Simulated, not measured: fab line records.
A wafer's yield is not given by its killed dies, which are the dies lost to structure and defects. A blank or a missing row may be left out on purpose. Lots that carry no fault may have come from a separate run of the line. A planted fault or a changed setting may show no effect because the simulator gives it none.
A lot that was struck, set against a sound lot :: flow rit_cmos :: 19 steps out of a route of 202
Sound: wafers L713.3, L713.4, L713.5. Struck: wafers L720.1, L720.4, L720.6. At the end, the cause is stated.
Each step with rows lists, per side, the tool, then ch with its chambers, then its first start. Under that, the readings that differ: sound wafers :: struck wafers :: difference of the means :: sigmas: that difference in standard deviations of wafers without a fault.
alike: a reading whose means differ by less than 2 such deviations, as well as words and numbers matching on both sides. not compared: withheld readings; readings where some wafer has no value; bounds like >300 that might hide an equal value; numbers whose values overlap and for which the record gives no deviation.
The two part at a step that has a row with sigmas, a row that says differs or no value, or rows on one side only. When numbers do not overlap yet have no deviation, they are printed without sigmas and do not part them. A reading missing from all wafers of one side parts the sides only when that side holds two or more wafers.

first, 1 step without rows for these wafers: RIT_SILICIDE_WET_ETCH_00 (etches SiO2 in BOE, target depth 14 nm, time 15 s).
RIT_SILICIDE_SPUTTER_01: material Ti, target thk 30 nm, time 240 s.
  sound on pvd_sputter-03 at day 5 20:17; struck on pvd_sputter-01 at day 7 05:17
  alike: throttle_valve_pct
RIT_SILICIDE_RS_MEAS_02: a four-point-probe measurement.
  sound on film_metro-04 at day 5 20:28; struck on film_metro-04 at day 7 05:26
  alike: SILICIDE_TI_RS
RIT_SILICIDE_THK_MEAS_03: measures by xrf.
  sound on film_metro-04 at day 5 20:34; struck on film_metro-04 at day 7 05:33
  alike: SILICIDE_TI_THK
RIT_SILICIDE_RTA_04: time 10 s, ramp up 5 s, ramp down 5 s.
  sound on rtp_anneal-01 ch 0, day 5 20:38; struck on rtp_anneal-02 ch 0, day 7 05:37
  alike: wafer_temp_C_max
then, 1 step without rows for these wafers: RIT_SILICIDE_WET_ETCH_05 (etches Ti in SPM, time 120 s).
RIT_SILICIDE_RTA_06: time 10 s, ramp up 5 s, ramp down 10 s.
  sound on rtp_anneal-02 ch 0, day 5 20:44; struck on rtp_anneal-01 ch 0, day 7 05:43
  alike: wafer_temp_C_max
RIT_CONTACT_CVD_00: deposits SiO2 from TEOS, target thk 400 nm, time 61 s.
  sound on pecvd-03 ch 1,2, day 5 20:47; struck on pecvd-01 ch 0,1,2, day 7 05:47
  alike: heater_power_w
RIT_CONTACT_THK_MEAS_01:
  sound on film_metro-01 at day 5 20:52; struck on film_metro-03 at day 7 05:50
  alike: CONTACT_TEOS_THK
then, 3 steps without rows for these wafers: RIT_CONTACT_HMDS_02 (prime time 60 s); RIT_CONTACT_COAT_03 (resist thk 1000 nm); RIT_CONTACT_SOFTBAKE_04 (time 60 s).
RIT_CONTACT_EXPOSE_05: exposes mask M11, target cd 1000 nm.
  sound on iline_stepper-01 ch 0, day 5 21:31; struck on iline_stepper-01 ch 0, day 7 06:27
reading: model.CONTACT.overlay_x_nm (nm)
sound: 0.3986 0.3986 0.3986
struck: 5.79 5.79 5.79
difference: +5.39
sigmas: 
  alike: mask
then, 2 steps without rows for these wafers: RIT_CONTACT_PEB_06; RIT_CONTACT_DEVELOP_07 (develop time 120 s).
RIT_CONTACT_CD_MEAS_08: the cd target is 1000 nm.
  sound on cd_sem-01 at day 5 22:02; struck on cd_sem-02 at day 7 07:07
reading: cd_nm (nm)
sound: 995.2 997.0 997.4
struck: 1001.5 1003.2 1000.8
difference: +5.3
sigmas: +2
RIT_CONTACT_OVL_MEAS_09:
  sound on overlay-01 at day 5 22:07; struck on overlay-02 at day 7 07:14
reading: CONTACT_OVL (nm)
sound: 0.8 -1.0 0.6
struck: 6.3 4.3 4.9
difference: +5.0
sigmas: +4
then, 1 step without rows for these wafers: RIT_CONTACT_HARDBAKE_10 (time 60 s).
RIT_M1_PROBE_99:
  sound on prober-01 at day 6 03:46; struck on prober-02 at day 7 12:23
reading: model.etest.contact_to_gate.bv_right_v (V)
sound: 92.18 91.17 90.08
struck: 88.32 88.77 87.93
difference: -2.80
sigmas: 

reading: model.etest.contact_to_gate.bv_left_v (V)
sound: 91.56 88.72 92.87
struck: 96.26 94.85 93.01
difference: +3.66
sigmas: 
  alike: killed_at_M0_to_M3, killed_at_front_end, killed_dies, killed_open, killed_short

WHERE THEY PART
Last at RIT_CONTACT_OVL_MEAS_09 as far as this record goes, first at RIT_CONTACT_CD_MEAS_08. Later steps at which nothing parts them and some readings are alike: RIT_M1_PROBE_99.

WHY: what had been put in by the simulator
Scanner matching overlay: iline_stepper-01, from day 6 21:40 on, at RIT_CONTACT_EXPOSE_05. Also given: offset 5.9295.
